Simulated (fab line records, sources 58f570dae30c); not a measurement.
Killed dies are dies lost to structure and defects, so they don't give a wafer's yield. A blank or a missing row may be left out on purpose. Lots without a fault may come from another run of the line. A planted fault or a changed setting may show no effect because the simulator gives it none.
Problem report in the 8D (eight disciplines) form, filled by code | flow berkeley_cmos170 | the parts of the form that need people (team, actions taken, sign-off) are left out

1. THE PROBLEM
run_length_s at UCB170_M2_METAL_ETCH_18 reads a mean of 252.6 s on 6 wafers of 2 lots; wafers without a fault read 223.8 s with a standard deviation of 0.95. That is +30 standard deviations from the usual mean.
The step: etches Al in Cl2/BCl3, stops on SiO2, target depth 1170 nm, time 195 s.
First seen on wafer L761.4, day 11 05:28, on rie_metal-04. The record holds 42 wafers of 14 lots with a number at this step. Rule for "out", or "out of limits": more than 4 standard deviations from the usual mean. The other wafers with a number count as sound.

2. WHAT IT IS AND WHAT IT IS NOT
question                    | is                     | is not
which readings at this step | run_length_s           | drypump_motor_current_A, throttle_valve_pct
which lots                  | L761, L765             | L755, L758, L760, L769, L770, L771, L772, L773, L774, L775, L776, L778
which wafers of those lots  | all that have a number | -
read on which tools         | rie_metal-04           | rie_metal-01, rie_metal-02
when                        | from day 11 05:28      | up to then (9 sound wafers); but 27 sound wafers of L769, L770, L771, L772, L773, L774, L775, L776, L778 came after

3. SUSPECTS, AND WHAT RULES EACH OUT
Counting: a tool at a process step up to the reading stays a suspect if it ran every lot that is out and no sound lot after the first of them.
- plasma_asher-04 at UCB170_CONTACT_STRIP_06 (strips in O2): ruled out as a lasting fault. Sound lots L770, L769, L772, L774, L775, L776 ran on it after its first lot that is out, L761 (day 10 16:45).
- rie_metal-04 at UCB170_M2_METAL_ETCH_18 (etches Al in Cl2/BCl3, stops on SiO2, target depth 1170 nm, time 195 s): ruled out as a lasting fault. Sound lots L776 ran on it after its first lot that is out, L761 (day 11 05:28).
Left after counting: nothing in the record.

4. THE CAUSE (what the simulator had put in)
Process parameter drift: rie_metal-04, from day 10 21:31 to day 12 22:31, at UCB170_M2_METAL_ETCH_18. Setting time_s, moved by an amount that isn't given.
Counting ruled it out, wrongly.

5. THE CHAIN OF EFFECTS, in route order
Each row: a reading whose mean over the struck wafers that have a number lies more than 3 standard deviations from the usual. Only readings for which the record gives a usual standard deviation are gone through. hours: the time from each lot's start at the first step in this table that gives one to its start at this step, as a median over the lots. sigmas: the change in usual standard deviations.
hours | step                    | reading        | usual      | on struck wafers | change | sigmas
0     | UCB170_M2_METAL_ETCH_18 | oes_product_au | 0.856 a.u. | 0.787            | -0.069 | -4.1
0     | UCB170_M2_METAL_ETCH_18 | run_length_s   | 223.8 s    | 252.6            | +28.8  | +30
The process steps in it:
- UCB170_M2_METAL_ETCH_18: etches Al in Cl2/BCl3, stops on SiO2, target depth 1170 nm, time 195 s.
Later measuring or inspecting steps at which every struck wafer that the step has a row for has a number for every such reading, and none has moved that far: UCB170_M3_BOW_MEAS_20.

6. WHAT WOULD HAVE CAUGHT IT SOONER
In this record the first reading out of limits was taken at day 11 05:28, 8 hours after the fault began at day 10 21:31.
